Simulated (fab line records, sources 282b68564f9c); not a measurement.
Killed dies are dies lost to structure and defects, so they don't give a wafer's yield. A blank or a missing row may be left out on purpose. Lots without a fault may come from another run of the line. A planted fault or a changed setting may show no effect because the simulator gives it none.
Split-lot experiment | flow rit_cmos | 5 lots, 23 wafers read, on a route of 202 steps

THE SPLIT
At RIT_NWELL_COAT_01 (resist thk 1300 nm), the setting spin_rpm was moved away from the recipe's 2000 rpm on 8 of the 23 wafers read, by -3.6% to -2.8%. The other wafers ran this setting at the recipe's value.

FROM THE SPLIT TO THE READING: what the file shows between them, 3 steps
- RIT_NWELL_SOFTBAKE_02: time 60 s
- RIT_NWELL_EXPOSE_03: exposes mask M2, target cd 43900 nm
- RIT_NWELL_DEVELOP_05: develop time 68 s

THE READING
NOVOLAK_of_NWELL_COAT_01.thk_nm (the simulator's own value, which no gauge read), in nm, at RIT_NWELL_HARDBAKE_07 (time 120 s). The file gives no usual value for it. The 15 wafers here that ran the recipe average 1138 nm, standard deviation 2.9 nm.

wafer  | tool, chamber at the split | spin_rpm as run, rpm | against the recipe | NOVOLAK_of_NWELL_COAT_01.thk_nm, nm | against lot-mates on the recipe
L079.1 | litho_track-01, 0          | 1943                 | -2.8%              | 1150                                | +14
L079.3 | litho_track-01, 0          | 1943                 | -2.8%              | 1153                                | +18
L079.4 | litho_track-01, 0          | 1943                 | -2.8%              | 1153                                | +18
L079.5 | litho_track-01, 0          | 2000                 | recipe             | 1137                                | -
L079.6 | litho_track-01, 0          | 2000                 | recipe             | 1134                                | -
L081.1 | litho_track-04, 0          | 2000                 | recipe             | 1138                                | -
L081.2 | litho_track-04, 0          | 2000                 | recipe             | 1140                                | -
L081.3 | litho_track-04, 0          | 2000                 | recipe             | 1142                                | -
L081.4 | litho_track-04, 0          | 2000                 | recipe             | 1137                                | -
L081.5 | litho_track-04, 0          | 2000                 | recipe             | 1144                                | -
L082.1 | litho_track-04, 0          | 1927                 | -3.6%              | 1156                                | +20
L082.6 | litho_track-04, 0          | 1927                 | -3.6%              | 1156                                | +20
L082.2 | litho_track-04, 0          | 2000                 | recipe             | 1139                                | -
L082.3 | litho_track-04, 0          | 2000                 | recipe             | 1133                                | -
L082.5 | litho_track-04, 0          | 2000                 | recipe             | 1137                                | -
L084.3 | litho_track-02, 0          | 2000                 | recipe             | 1139                                | -
L084.4 | litho_track-02, 0          | 2000                 | recipe             | 1139                                | -
L084.6 | litho_track-02, 0          | 2000                 | recipe             | 1134                                | -
L085.1 | litho_track-04, 0          | 2000                 | recipe             | 1139                                | -
L085.2 | litho_track-04, 0          | 1939                 | -3.0%              | 1155                                | +16
L085.3 | litho_track-04, 0          | 1939                 | -3.0%              | 1155                                | +16
L085.6 | litho_track-04, 0          | 1939                 | -3.0%              | 1155                                | +16
L085.4 | litho_track-04, 0          | 2000                 | recipe             | 1140                                | -

THE FIT
A straight line over all 23 wafers: NOVOLAK_of_NWELL_COAT_01.thk_nm changes by -5.11 nm for each +1% of spin_rpm; r = -0.95; the points scatter about the line by 2.6 nm.
The same after taking each lot's own level away (the mean of its wafers on the recipe; 23 wafers): -5.4 nm for each +1%; r = -0.97; scatter 2 nm.
On that fit, the largest move of spin_rpm shifts the reading by 20 nm.
The lots' own levels span 1135.5 to 1140.2 nm, that is 1.6 times the standard deviation above.
So the lot-to-lot level changes the slope little: the two slopes agree.
Check: with one of the wafers moved furthest among these (-3.6%) left out of the fit, the line predicts +19.7 nm for it against its lot-mates. It came out at +19.7 nm against them.

OTHER SPLITS ON THESE WAFERS
These wafers also went through other splits before the reading. Each is held against what the fit with the lots' levels taken away leaves over:
other split on the same wafers | wafers away from the commonest value | r with NOVOLAK_of_NWELL_COAT_01.thk_nm (lot level and that fit taken away)
RIT_ACTIVE_ETCH_13 rf_w        | 7                                    | -0.08

THE WHOLE CHAIN: every reading that the file lists as answering this split, in the file's order
step                  | what it does       | reading                                                                          | change (the file's fit)              | r (the file's)
RIT_NWELL_COAT_01     | resist thk 1300 nm | NOVOLAK_of_NWELL_COAT_01.thk_nm (the simulator's own value, which no gauge read) | -6.25 nm for each +1% of the setting | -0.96
RIT_NWELL_HARDBAKE_07 | time 120 s         | NOVOLAK_of_NWELL_COAT_01.thk_nm (the simulator's own value, which no gauge read) | -5.39 nm for each +1% of the setting | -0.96

THE FILE'S OWN FIT
NOVOLAK_of_NWELL_COAT_01.thk_nm changes by -5.39 nm for each +1% of spin_rpm, r = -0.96.
